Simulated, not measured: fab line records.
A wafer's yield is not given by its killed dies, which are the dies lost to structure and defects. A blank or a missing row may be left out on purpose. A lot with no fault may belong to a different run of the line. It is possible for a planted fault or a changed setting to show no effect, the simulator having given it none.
Which of the tools did it? :: flow berkeley-cmos170 :: 14 lots, 42 wafers sampled, at 1 step of a route of 331

WHAT EACH GAUGE READ, for each wafer
The record holds no reading of a measuring or inspecting step that can be judged against a usual standard deviation.

TOOL THAT RAN EACH LOT (tool first, then ch and the chambers of the sampled wafers, then the start)
lot: L438
UCB170_NSD_PEB_04: litho-track-01, day 6 10:04

lot: L442
UCB170_NSD_PEB_04: litho-track-01, day 7 06:47

lot: L441
UCB170_NSD_PEB_04: litho-track-03 ch 0, day 7 09:41

lot: L443
UCB170_NSD_PEB_04: litho-track-01 ch 0, day 7 09:55

lot: L450
UCB170_NSD_PEB_04: litho-track-04 ch 0, day 8 14:01

lot: L446
UCB170_NSD_PEB_04: litho-track-01 ch 0, day 8 14:04

lot: L454
UCB170_NSD_PEB_04: litho-track-01 ch 0, day 9 13:17

lot: L453
UCB170_NSD_PEB_04: litho-track-01 ch 0, day 9 13:37

lot: L455
UCB170_NSD_PEB_04: litho-track-03 ch 0, day 9 15:17

lot: L451
UCB170_NSD_PEB_04: litho-track-04 ch 0, day 9 15:39

lot: L452
UCB170_NSD_PEB_04: litho-track-03 ch 0, day 9 16:02

lot: L456
UCB170_NSD_PEB_04: litho-track-03 ch 0, day 10 14:12

lot: L460
UCB170_NSD_PEB_04: litho-track-01 ch 0, day 11 05:53

lot: L459
UCB170_NSD_PEB_04: litho-track-01 ch 0, day 11 06:22
- UCB170_NSD_PEB_04

WHAT THE TOOLS THEMSELVES READ (means of the sampled wafers that have a number; where no wafer has one, the mark that the record gives instead)
UCB170_NSD_PEB_04.
lot: L438
tool: litho-track-01
chill-plate-temp-C (C): -
exhaust-pa (Pa): -

lot: L442
tool: litho-track-01
chill-plate-temp-C (C): -
exhaust-pa (Pa): -

lot: L441
tool: litho-track-03
chill-plate-temp-C (C): 22.92
exhaust-pa (Pa): 45.5

lot: L443
tool: litho-track-01
chill-plate-temp-C (C): 23.04
exhaust-pa (Pa): 44.9

lot: L450
tool: litho-track-04
chill-plate-temp-C (C): 22.79
exhaust-pa (Pa): 45.2

lot: L446
tool: litho-track-01
chill-plate-temp-C (C): 23.03
exhaust-pa (Pa): 44.4

lot: L454
tool: litho-track-01
chill-plate-temp-C (C): 23.10
exhaust-pa (Pa): 45.6

lot: L453
tool: litho-track-01
chill-plate-temp-C (C): 23.02
exhaust-pa (Pa): 45.7

lot: L455
tool: litho-track-03
chill-plate-temp-C (C): 23.07
exhaust-pa (Pa): 45.8

lot: L451
tool: litho-track-04
chill-plate-temp-C (C): 23.07
exhaust-pa (Pa): 45.4

lot: L452
tool: litho-track-03
chill-plate-temp-C (C): 23.06
exhaust-pa (Pa): 45.1

lot: L456
tool: litho-track-03
chill-plate-temp-C (C): 23.00
exhaust-pa (Pa): 43.8

lot: L460
tool: litho-track-01
chill-plate-temp-C (C): 23.00
exhaust-pa (Pa): 45.1

lot: L459
tool: litho-track-01
chill-plate-temp-C (C): 22.87
exhaust-pa (Pa): 45.8

THE ANSWER, worked out from the rows above alone
Rule: the lots themselves supply what counts as usual. The widest of any qualifying gaps counts: lots, ordered by their means at a reading, are off when they make up no more than a third of the lots, leave a main group of 4 or more, and stand apart from it by 3 or more times the standard deviation of that group's means. A main group whose means are all the same, to the digits that the tables above print for the reading, isn't used. A lot without any number at a reading at which 4 lots or more have one is off too. Any other lot the step has rows for is counted as sound. After the gauges, taken in route order, come the tools' own readings; for these a lot's mean is taken, as printed above. The first step at which some lot is off is used, and at that step the reading that is off furthest; a lot without a number counts as furthest.
Off: L438, L442, at UCB170_NSD_PEB_04 (chill-plate-temp-C). Without a number there: L438, L442. Main group: mean 23.00 C, sd 0.088.
If a tool, at that step or one of the process steps before it, ran each lot that is off and ran no sound lot following the first of them, it fits. None of those tried fits.

WHAT HAD BEEN PUT IN BY THE SIMULATOR
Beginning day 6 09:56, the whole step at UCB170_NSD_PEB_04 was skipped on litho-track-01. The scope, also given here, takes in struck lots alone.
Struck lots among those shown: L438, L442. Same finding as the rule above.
